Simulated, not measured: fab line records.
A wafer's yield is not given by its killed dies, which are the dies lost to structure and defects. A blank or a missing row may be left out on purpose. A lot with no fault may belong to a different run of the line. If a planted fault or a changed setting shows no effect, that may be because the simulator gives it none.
Which tool did it? / flow berkeleyCmos170 / Sampling: 14 lots, 42 wafers, 6 of 331 route steps

## WHAT THE GAUGES SHOWED, per wafer
UCB170_M2_RS_MEAS_02: measurement is done with a four-point probe. Usual: for M2_AL_RS the level is 0.03224 ohm/sq and the standard deviation is 0.00027.
lot=L349; measured=day 8 00:43; on=filmMetro-02; M2_AL_RS (ohm/sq)=0.0321 0.03254 0.03213; flag=
lot=L350; measured=day 8 12:32; on=filmMetro-03; M2_AL_RS (ohm/sq)=0.03209 0.03189 0.03208; flag=
lot=L351; measured=day 9 15:33; on=filmMetro-01; M2_AL_RS (ohm/sq)=0.03247 0.032 0.03234; flag=
lot=L352; measured=day 9 17:22; on=filmMetro-01; M2_AL_RS (ohm/sq)=0.03227 0.03251 0.03227; flag=
lot=L355; measured=day 10 00:56; on=filmMetro-02; M2_AL_RS (ohm/sq)=0.03229 0.03221 0.03183; flag=
lot=L356; measured=day 10 01:37; on=filmMetro-01; M2_AL_RS (ohm/sq)=0.03193 0.03205 0.03209; flag=
lot=L354; measured=day 10 02:57; on=filmMetro-01; M2_AL_RS (ohm/sq)=0.03251 0.03261 0.03261; flag=
lot=L361; measured=day 11 01:32; on=filmMetro-02; M2_AL_RS (ohm/sq)=0.03226 0.03202 0.03253; flag=
lot=L365; measured=day 12 01:50; on=filmMetro-01; M2_AL_RS (ohm/sq)=0.02683 0.02688 0.02682; flag=OFF
lot=L363; measured=day 12 04:07; on=filmMetro-03; M2_AL_RS (ohm/sq)=0.02644 0.02672 0.02648; flag=OFF
lot=L369; measured=day 12 20:12; on=filmMetro-03; M2_AL_RS (ohm/sq)=0.03276 0.03235 0.03254; flag=
lot=L368; measured=day 12 21:28; on=filmMetro-02; M2_AL_RS (ohm/sq)=0.03191 0.0318 0.03218; flag=
lot=L370; measured=day 13 12:19; on=filmMetro-02; M2_AL_RS (ohm/sq)=0.03251 0.03267 0.03263; flag=
lot=L372; measured=day 14 08:47; on=filmMetro-03; M2_AL_RS (ohm/sq)=0.03234 0.03185 0.03208; flag=

UCB170_M2_THK_MEAS_03: measures by xrf. Usual: for M2_AL_THK the level is 887 nm and the standard deviation is 8.5.
lot=L349; measured=day 8 00:50; on=filmMetro-02; M2_AL_THK (nm)=880 871 884; flag=
lot=L350; measured=day 8 12:39; on=filmMetro-03; M2_AL_THK (nm)=892 893 893; flag=
lot=L351; measured=day 9 15:40; on=filmMetro-01; M2_AL_THK (nm)=893 900 892; flag=
lot=L352; measured=day 9 17:29; on=filmMetro-01; M2_AL_THK (nm)=889 883 893; flag=
lot=L355; measured=day 10 01:02; on=filmMetro-02; M2_AL_THK (nm)=880 884 894; flag=
lot=L356; measured=day 10 01:43; on=filmMetro-01; M2_AL_THK (nm)=906 894 897; flag=
lot=L354; measured=day 10 03:04; on=filmMetro-01; M2_AL_THK (nm)=882 883 882; flag=
lot=L361; measured=day 11 01:40; on=filmMetro-02; M2_AL_THK (nm)=875 879 871; flag=
lot=L365; measured=day 12 01:57; on=filmMetro-01; M2_AL_THK (nm)=1068 1066 1068; flag=OFF
lot=L363; measured=day 12 04:14; on=filmMetro-03; M2_AL_THK (nm)=1083 1066 1084; flag=OFF
lot=L369; measured=day 12 20:19; on=filmMetro-03; M2_AL_THK (nm)=873 887 876; flag=
lot=L368; measured=day 12 21:35; on=filmMetro-02; M2_AL_THK (nm)=893 889 886; flag=
lot=L370; measured=day 13 12:25; on=filmMetro-02; M2_AL_THK (nm)=871 871 871; flag=
lot=L372; measured=day 14 08:54; on=filmMetro-03; M2_AL_THK (nm)=888 898 894; flag=

UCB170_M2_OVL_MEAS_16. Usual: for M2_OVL the level is 2 nm and the standard deviation is 5.5.
lot=L349; measured=day 8 02:43; on=overlay-01; M2_OVL (nm)=9 12 7; flag=
lot=L350; measured=day 8 14:35; on=overlay-01; M2_OVL (nm)=-3 -1 -8; flag=
lot=L351; measured=day 9 17:45; on=overlay-01; M2_OVL (nm)=8 4 4; flag=
lot=L352; measured=day 9 20:40; on=overlay-01; M2_OVL (nm)=0 -10 -1; flag=
lot=L355; measured=day 10 03:17; on=overlay-02; M2_OVL (nm)=11 -3 7; flag=
lot=L356; measured=day 10 03:56; on=overlay-01; M2_OVL (nm)=2 11 2; flag=
lot=L354; measured=day 10 05:14; on=overlay-01; M2_OVL (nm)=-2 -2 -8; flag=
lot=L361; measured=day 11 03:40; on=overlay-02; M2_OVL (nm)=5 5 5; flag=
lot=L365; measured=day 12 05:04; on=overlay-02; M2_OVL (nm)=6 9 2; flag=
lot=L363; measured=day 12 06:26; on=overlay-02; M2_OVL (nm)=6 -3 2; flag=
lot=L369; measured=day 13 00:07; on=overlay-01; M2_OVL (nm)=6 6 8; flag=
lot=L368; measured=day 13 00:15; on=overlay-02; M2_OVL (nm)=0 -7 3; flag=
lot=L370; measured=day 13 14:33; on=overlay-02; M2_OVL (nm)=-1 2 0; flag=
lot=L372; measured=day 14 11:14; on=overlay-01; M2_OVL (nm)=3 -4 2; flag=

## WHAT TOOL EACH LOT RAN ON (gives the tool, then ch and the chambers of the sampled wafers, and finally the start)
lot=L349; UCB170_M1_ETCH_11=rieDiel-01 ch 0,1,2, day 7 19:02; UCB170_M1_STRIP_13=plasmaAsher-02 ch 0,1, day 7 19:13; UCB170_M2_SPUTTER_01=pvdSputter-02, day 8 00:38
lot=L350; UCB170_M1_ETCH_11=rieDiel-04 ch 0,2,3, day 8 07:45; UCB170_M1_STRIP_13=plasmaAsher-02 ch 0,1, day 8 07:55; UCB170_M2_SPUTTER_01=pvdSputter-04, day 8 12:26
lot=L351; UCB170_M1_ETCH_11=rieDiel-04 ch 0,1,3, day 9 10:52; UCB170_M1_STRIP_13=plasmaAsher-04 ch 0,1, day 9 11:05; UCB170_M2_SPUTTER_01=pvdSputter-04, day 9 15:27
lot=L352; UCB170_M1_ETCH_11=rieDiel-03 ch 0,1,2, day 9 11:30; UCB170_M1_STRIP_13=plasmaAsher-02 ch 0,1, day 9 11:41; UCB170_M2_SPUTTER_01=pvdSputter-02, day 9 17:16
lot=L355; UCB170_M1_ETCH_11=rieDiel-01 ch 0,1,3, day 9 19:59; UCB170_M1_STRIP_13=plasmaAsher-04 ch 0,1, day 9 20:10; UCB170_M2_SPUTTER_01=pvdSputter-02, day 10 00:50
lot=L356; UCB170_M1_ETCH_11=rieDiel-04 ch 1,3, day 9 20:25; UCB170_M1_STRIP_13=plasmaAsher-02 ch 0,1, day 9 20:38; UCB170_M2_SPUTTER_01=pvdSputter-03, day 10 01:29
lot=L354; UCB170_M1_ETCH_11=rieDiel-04 ch 0,1, day 9 22:35; UCB170_M1_STRIP_13=plasmaAsher-02 ch 0,1, day 9 22:49; UCB170_M2_SPUTTER_01=pvdSputter-02, day 10 02:51
lot=L361; UCB170_M1_ETCH_11=rieDiel-03 ch 0,1,2, day 10 20:11; UCB170_M1_STRIP_13=plasmaAsher-04 ch 1, day 10 20:24; UCB170_M2_SPUTTER_01=pvdSputter-03, day 11 01:27
lot=L365; UCB170_M1_ETCH_11=rieDiel-04 ch 0,1,3, day 11 19:42; UCB170_M1_STRIP_13=plasmaAsher-03 ch 0,1, day 11 19:53; UCB170_M2_SPUTTER_01=pvdSputter-02, day 12 01:45
lot=L363; UCB170_M1_ETCH_11=rieDiel-04 ch 0,1,3, day 11 21:41; UCB170_M1_STRIP_13=plasmaAsher-02 ch 0,1, day 11 21:52; UCB170_M2_SPUTTER_01=pvdSputter-02, day 12 04:01
lot=L369; UCB170_M1_ETCH_11=rieDiel-04 ch 0,1,3, day 12 15:11; UCB170_M1_STRIP_13=plasmaAsher-04 ch 0,1, day 12 15:30; UCB170_M2_SPUTTER_01=pvdSputter-04, day 12 20:06
lot=L368; UCB170_M1_ETCH_11=rieDiel-01 ch 1,2,3, day 12 15:33; UCB170_M1_STRIP_13=plasmaAsher-03 ch 0,1, day 12 15:43; UCB170_M2_SPUTTER_01=pvdSputter-03, day 12 21:22
lot=L370; UCB170_M1_ETCH_11=rieDiel-04 ch 0,3, day 13 06:56; UCB170_M1_STRIP_13=plasmaAsher-03 ch 0,1, day 13 07:09; UCB170_M2_SPUTTER_01=pvdSputter-04, day 13 12:11
lot=L372; UCB170_M1_ETCH_11=rieDiel-03 ch 0,3, day 14 03:31; UCB170_M1_STRIP_13=plasmaAsher-02 ch 0,1, day 14 03:41; UCB170_M2_SPUTTER_01=pvdSputter-03, day 14 08:42
- UCB170_M1_ETCH_11: etches BARC in N2/H2.
- UCB170_M1_STRIP_13: strips in O2.
- UCB170_M2_SPUTTER_01: material Al, target thk 900 nm, time 120 s.

## AS READ BY THE TOOLS THEMSELVES (means over the sampled wafers that have a number; for cases with no such wafer, the mark the record gives instead)
UCB170_M1_ETCH_11. Usual: drypumpMotorCurrentA 5.8 A, standard deviation 0.56; oesProductAu 0.998 a.u., standard deviation 0.012; rfFwdPowerW 494.6 W, standard deviation 2.2; throttleValvePct 13.26 %, standard deviation 0.18.
lot=L349; tool=rieDiel-01; drypumpMotorCurrentA (A)=6.2; oesProductAu (a.u.)=0.987; rfFwdPowerW (W)=494.9; throttleValvePct (%)=13.44; flag=
lot=L350; tool=rieDiel-04; drypumpMotorCurrentA (A)=6.1; oesProductAu (a.u.)=0.992; rfFwdPowerW (W)=494.0; throttleValvePct (%)=13.19; flag=
lot=L351; tool=rieDiel-04; drypumpMotorCurrentA (A)=5.9; oesProductAu (a.u.)=0.991; rfFwdPowerW (W)=494.5; throttleValvePct (%)=13.23; flag=
lot=L352; tool=rieDiel-03; drypumpMotorCurrentA (A)=5.4; oesProductAu (a.u.)=0.988; rfFwdPowerW (W)=495.0; throttleValvePct (%)=13.21; flag=
lot=L355; tool=rieDiel-01; drypumpMotorCurrentA (A)=6.2; oesProductAu (a.u.)=0.991; rfFwdPowerW (W)=494.2; throttleValvePct (%)=13.37; flag=
lot=L356; tool=rieDiel-04; drypumpMotorCurrentA (A)=5.5; oesProductAu (a.u.)=1.012; rfFwdPowerW (W)=496.8; throttleValvePct (%)=13.32; flag=
lot=L354; tool=rieDiel-04; drypumpMotorCurrentA (A)=5.3; oesProductAu (a.u.)=1.008; rfFwdPowerW (W)=498.0; throttleValvePct (%)=13.17; flag=
lot=L361; tool=rieDiel-03; drypumpMotorCurrentA (A)=5.4; oesProductAu (a.u.)=1.003; rfFwdPowerW (W)=493.2; throttleValvePct (%)=13.20; flag=
lot=L365; tool=rieDiel-04; drypumpMotorCurrentA (A)=5.9; oesProductAu (a.u.)=1.004; rfFwdPowerW (W)=495.8; throttleValvePct (%)=13.24; flag=
lot=L363; tool=rieDiel-04; drypumpMotorCurrentA (A)=5.9; oesProductAu (a.u.)=0.998; rfFwdPowerW (W)=496.5; throttleValvePct (%)=13.23; flag=
lot=L369; tool=rieDiel-04; drypumpMotorCurrentA (A)=5.9; oesProductAu (a.u.)=0.994; rfFwdPowerW (W)=494.9; throttleValvePct (%)=13.25; flag=
lot=L368; tool=rieDiel-01; drypumpMotorCurrentA (A)=5.9; oesProductAu (a.u.)=0.991; rfFwdPowerW (W)=495.3; throttleValvePct (%)=13.35; flag=
lot=L370; tool=rieDiel-04; drypumpMotorCurrentA (A)=6.2; oesProductAu (a.u.)=0.996; rfFwdPowerW (W)=494.3; throttleValvePct (%)=13.14; flag=
lot=L372; tool=rieDiel-03; drypumpMotorCurrentA (A)=5.2; oesProductAu (a.u.)=1.012; rfFwdPowerW (W)=494.2; throttleValvePct (%)=13.32; flag=

UCB170_M1_STRIP_13. Usual: drypumpMotorCurrentA 6.10 A, standard deviation 0.3; o2FlowSccm 399.9 sccm, standard deviation 1.2; oesProductAu 0.720 a.u., standard deviation 0.0047.
lot=L349; tool=plasmaAsher-02; drypumpMotorCurrentA (A)=6.04; o2FlowSccm (sccm)=400.5; oesProductAu (a.u.)=0.721; flag=
lot=L350; tool=plasmaAsher-02; drypumpMotorCurrentA (A)=5.87; o2FlowSccm (sccm)=400.3; oesProductAu (a.u.)=0.720; flag=
lot=L351; tool=plasmaAsher-04; drypumpMotorCurrentA (A)=6.27; o2FlowSccm (sccm)=400.7; oesProductAu (a.u.)=0.725; flag=
lot=L352; tool=plasmaAsher-02; drypumpMotorCurrentA (A)=5.86; o2FlowSccm (sccm)=399.9; oesProductAu (a.u.)=0.721; flag=
lot=L355; tool=plasmaAsher-04; drypumpMotorCurrentA (A)=6.13; o2FlowSccm (sccm)=401.8; oesProductAu (a.u.)=0.718; flag=
lot=L356; tool=plasmaAsher-02; drypumpMotorCurrentA (A)=5.87; o2FlowSccm (sccm)=400.0; oesProductAu (a.u.)=0.720; flag=
lot=L354; tool=plasmaAsher-02; drypumpMotorCurrentA (A)=5.87; o2FlowSccm (sccm)=400.2; oesProductAu (a.u.)=0.720; flag=
lot=L361; tool=plasmaAsher-04; drypumpMotorCurrentA (A)=6.05; o2FlowSccm (sccm)=397.8; oesProductAu (a.u.)=0.716; flag=
lot=L365; tool=plasmaAsher-03; drypumpMotorCurrentA (A)=6.10; o2FlowSccm (sccm)=399.7; oesProductAu (a.u.)=0.721; flag=
lot=L363; tool=plasmaAsher-02; drypumpMotorCurrentA (A)=6.05; o2FlowSccm (sccm)=398.0; oesProductAu (a.u.)=0.719; flag=
lot=L369; tool=plasmaAsher-04; drypumpMotorCurrentA (A)=6.15; o2FlowSccm (sccm)=399.1; oesProductAu (a.u.)=0.717; flag=
lot=L368; tool=plasmaAsher-03; drypumpMotorCurrentA (A)=6.33; o2FlowSccm (sccm)=400.2; oesProductAu (a.u.)=0.719; flag=
lot=L370; tool=plasmaAsher-03; drypumpMotorCurrentA (A)=6.31; o2FlowSccm (sccm)=399.3; oesProductAu (a.u.)=0.718; flag=
lot=L372; tool=plasmaAsher-02; drypumpMotorCurrentA (A)=6.04; o2FlowSccm (sccm)=398.4; oesProductAu (a.u.)=0.720; flag=

UCB170_M2_SPUTTER_01. Usual: throttleValvePct reads 30.0 % (standard deviation 1).
lot=L349; tool=pvdSputter-02; throttleValvePct (%)=30.0; flag=
lot=L350; tool=pvdSputter-04; throttleValvePct (%)=30.1; flag=
lot=L351; tool=pvdSputter-04; throttleValvePct (%)=30.1; flag=
lot=L352; tool=pvdSputter-02; throttleValvePct (%)=29.9; flag=
lot=L355; tool=pvdSputter-02; throttleValvePct (%)=30.5; flag=
lot=L356; tool=pvdSputter-03; throttleValvePct (%)=29.5; flag=
lot=L354; tool=pvdSputter-02; throttleValvePct (%)=29.3; flag=
lot=L361; tool=pvdSputter-03; throttleValvePct (%)=30.1; flag=
lot=L365; tool=pvdSputter-02; throttleValvePct (%)=30.4; flag=
lot=L363; tool=pvdSputter-02; throttleValvePct (%)=30.3; flag=
lot=L369; tool=pvdSputter-04; throttleValvePct (%)=28.5; flag=
lot=L368; tool=pvdSputter-03; throttleValvePct (%)=30.0; flag=
lot=L370; tool=pvdSputter-04; throttleValvePct (%)=29.6; flag=
lot=L372; tool=pvdSputter-03; throttleValvePct (%)=30.5; flag=

## THE ANSWER, worked out from the rows above alone
Rule: a lot counts as off when the mean over its wafers that have a number is more than 3 standard deviations away from the usual mean. A lot without any number at a reading at which 4 lots or more have one is off too. Any other lot the step has rows for is counted as sound. First the gauges in route order, then the tools' own readings, where a lot's mean is used as printed above. At the first step where some lot is off, the reading lying furthest off is the one used; lots without a number count as furthest.
Off: at UCB170_M2_RS_MEAS_02 (M2_AL_RS), L365, L363.
If a tool, at a process step before that reading, ran all the lots that are off and no sound lot after the first of them, it fits. The gauges at UCB170_M2_RS_MEAS_02 are tried like those tools. One candidate fits, namely pvdSputter-02 at UCB170_M2_SPUTTER_01. A fault onset in the window from L354 (day 10 02:51, its last sound lot) to L365 (day 12 01:45, its first lot off) fits.

## WHAT THE SIMULATOR HAD INSERTED
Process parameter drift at UCB170_M2_SPUTTER_01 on pvdSputter-02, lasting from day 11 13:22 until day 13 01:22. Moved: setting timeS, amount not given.
Struck lots among those shown: L365, L363. The rule above reached the same finding.
